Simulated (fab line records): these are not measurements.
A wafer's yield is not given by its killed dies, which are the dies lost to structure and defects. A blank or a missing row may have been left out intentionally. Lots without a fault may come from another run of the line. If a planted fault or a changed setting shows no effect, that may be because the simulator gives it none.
Which tool did it?    flow berkeley cmos170    21 wafers from 7 lots sampled at 3 of the route's 331 steps

WHAT EACH GAUGE READ, for each wafer
UCB170_PWELL_THK_MEAS_06.
lot   measured     on             PWELL_NITRIDE_THK (nm)
L256  day 3 09:56  film metro-03  219.5 217.1 217.8
L259  day 4 02:09  film metro-01  219.8 220.1 220.2
L261  day 4 13:05  film metro-03  217.9 219.1 218.1
L263  day 5 00:29  film metro-04  221.0 221.1 222.6
L268  day 6 00:44  film metro-03  209.9 208.2 207.1
L269  day 6 13:06  film metro-03  216.9 216.7 216.9
L278  day 7 23:46  film metro-04  217.6 217.2 217.6

TOOL THAT RAN EACH LOT (tool first, then ch and the chambers of the sampled wafers, then the start)
lot   UCB170_NWELL_ETCH_13               UCB170_PWELL_CVD_05
L256  rie diel-02 ch 0,2,3, day 2 16:50  lpcvd-02 ch 0, day 3 08:01
L259  rie diel-02 ch 0,1, day 3 06:22    lpcvd-01 ch 0, day 4 00:14
L261  rie diel-04 ch 0,2,3, day 3 21:14  lpcvd-01 ch 1, day 4 11:08
L263  rie diel-02 ch 1,3, day 4 02:35    lpcvd-02 ch 0, day 4 22:34
L268  rie diel-03 ch 0,2, day 5 06:47    lpcvd-01 ch 1, day 5 22:49
L269  rie diel-03 ch 1,2,3, day 5 15:59  lpcvd-02 ch 0, day 6 11:11
L278  rie diel-03 ch 0,2,3, day 7 09:28  lpcvd-02 ch 0, day 7 21:51
- UCB170_NWELL_ETCH_13: etches Si3N4 in CH3F/Ar/O2, stops on SiO2, target depth 246.4 nm, time 154 s.
- UCB170_PWELL_CVD_05: deposits Si3N4 from SiH2Cl2/NH3, target thk 220 nm, time 3300 s.

THE ANSWER, worked out from the rows above alone
Rule: the usual values come from the lots themselves. The widest of any qualifying gaps counts: lots, ordered by their means at a reading, are off when they make up no more than a third of the lots, leave a main group of 4 or more, and stand apart from it by 3 or more times the standard deviation of that group's means. The tables above print the reading to a certain number of digits; a main group whose means all agree to those digits is not used. A lot without any number at a reading at which 4 lots or more have one is off too. All remaining lots with rows at the step are treated as sound.
Off: L268, seen at UCB170_PWELL_THK_MEAS_06 (PWELL_NITRIDE_THK). The main group has a mean of 218.7 nm with a standard deviation of 1.6.
If a tool, at a process step before that reading, ran all the lots that are off and no sound lot after the first of them, it fits. Those tools and the gauges at UCB170_PWELL_THK_MEAS_06 are tried in the same way. One candidate fits, namely lpcvd-01 at UCB170_PWELL_CVD_05. A fault onset in the window from L261 (day 4 11:08, its last sound lot) to L268 (day 5 22:49, its first lot off) fits.

WHAT WAS PUT IN BY THE SIMULATOR
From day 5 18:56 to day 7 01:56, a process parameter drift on lpcvd-01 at UCB170_PWELL_CVD_05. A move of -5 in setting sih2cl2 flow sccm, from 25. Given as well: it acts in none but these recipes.
Struck lots among those shown: L268. The rule above found the same.
